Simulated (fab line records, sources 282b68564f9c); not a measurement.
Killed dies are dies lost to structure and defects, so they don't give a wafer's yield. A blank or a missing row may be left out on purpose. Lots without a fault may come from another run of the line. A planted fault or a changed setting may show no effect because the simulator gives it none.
Which tool did it? | flow rit_cmos | 13 lots, 39 wafers sampled, at 2 steps of a route of 202

WHAT THE GAUGES READ, wafer by wafer
RIT_NRETRO_TW_MEAS_10. Usual: NRETRO_TW 1046, standard deviation 5.6.
lot  | measured    | on            | NRETRO_TW         | flag
L466 | day 2 13:14 | film_metro-04 | 1041 1040 1043    |
L467 | day 2 18:28 | film_metro-04 | 1041 1037 1041    |
L470 | day 3 10:23 | film_metro-02 | 1049 1046 1046    |
L471 | day 3 14:18 | film_metro-04 | 30 31 31 31 31 31 | OFF
L480 | day 5 21:04 | film_metro-01 | 1049 1051 1044    |
L481 | day 6 04:05 | film_metro-02 | 1046 1048 1055    |
L482 | day 6 04:19 | film_metro-01 | 1040 1045 1040    |
L483 | day 6 14:59 | film_metro-02 | 1052 1053 1054    |
L485 | day 6 18:34 | film_metro-04 | 1035 1037 1036    |
L484 | day 6 18:50 | film_metro-04 | 1037 1040 1040    |
L486 | day 6 18:46 | film_metro-02 | 1057 1050 1056    |
L488 | day 7 04:40 | film_metro-01 | 1041 1038 1043    |
L487 | day 7 06:07 | film_metro-02 | 1053 1050 1052    |

WHICH TOOL RAN EACH LOT (tool, then ch and the chambers of the sampled wafers, then the start)
lot  | RIT_NWELL_STRIP_09
L466 | plasma_asher-01 ch 0,1, day 2 03:19
L467 | plasma_asher-02 ch 0,1, day 2 09:10
L470 | plasma_asher-02 ch 0,1, day 3 01:19
L471 | plasma_asher-01 ch 0,1, day 3 04:55
L480 | plasma_asher-01 ch 0,1, day 5 07:15
L481 | plasma_asher-02 ch 0,1, day 5 13:01
L482 | plasma_asher-02 ch 0,1, day 5 19:02
L483 | plasma_asher-02 ch 0,1, day 6 06:07
L485 | plasma_asher-03 ch 0,1, day 6 07:50
L484 | plasma_asher-03 ch 0,1, day 6 08:08
L486 | plasma_asher-01 ch 0,1, day 6 08:13
L488 | plasma_asher-02 ch 0,1, day 6 18:50
L487 | plasma_asher-01 ch 0,1, day 6 19:05
- RIT_NWELL_STRIP_09: strips in O2, time 180 s.

WHAT THE TOOLS THEMSELVES READ (means of the sampled wafers that have a number; where no wafer has one, the mark that the record gives instead)
RIT_NWELL_STRIP_09. Usual: drypump_motor_current_A 6.0 A, standard deviation 0.4; run_length_s 208.14 s, standard deviation 0.29.
lot  | tool            | drypump_motor_current_A (A) | run_length_s (s) | flag
L466 | plasma_asher-01 | 5.7                         | 208.17           |
L467 | plasma_asher-02 | 6.5                         | 207.99           |
L470 | plasma_asher-02 | 6.4                         | 207.89           |
L471 | plasma_asher-01 | 5.6                         | 72.22            | OFF
L480 | plasma_asher-01 | 5.6                         | 208.33           |
L481 | plasma_asher-02 | 6.4                         | 207.86           |
L482 | plasma_asher-02 | 6.5                         | 208.08           |
L483 | plasma_asher-02 | 6.5                         | 207.98           |
L485 | plasma_asher-03 | 6.2                         | 208.66           |
L484 | plasma_asher-03 | 6.2                         | 208.58           |
L486 | plasma_asher-01 | 5.7                         | 208.17           |
L488 | plasma_asher-02 | 6.5                         | 208.12           |
L487 | plasma_asher-01 | 5.6                         | 208.29           |

THE ANSWER, worked out from the rows above alone
Rule: a lot is off if the mean of its wafers that have a number lies more than 3 standard deviations from the usual mean. A lot without any number at a reading at which 4 lots or more have one is off too. The other lots that the step has rows for count as sound. The gauges are gone through in route order, then the tools' own readings, and for those a lot's mean is taken as printed above. The first step at which some lot is off is used, and at that step the reading that is off furthest; a lot without a number counts as furthest.
Off: L471, at RIT_NRETRO_TW_MEAS_10 (NRETRO_TW).
A tool fits if, at a process step before that reading, it ran every lot that is off, and no sound lot after the first of them. The gauges at RIT_NRETRO_TW_MEAS_10 aren't tried: what is off there is off at RIT_NWELL_STRIP_09 too, on other tools, and a gauge's error can't cause that. None of those tried fits.

WHAT THE SIMULATOR HAD PUT IN
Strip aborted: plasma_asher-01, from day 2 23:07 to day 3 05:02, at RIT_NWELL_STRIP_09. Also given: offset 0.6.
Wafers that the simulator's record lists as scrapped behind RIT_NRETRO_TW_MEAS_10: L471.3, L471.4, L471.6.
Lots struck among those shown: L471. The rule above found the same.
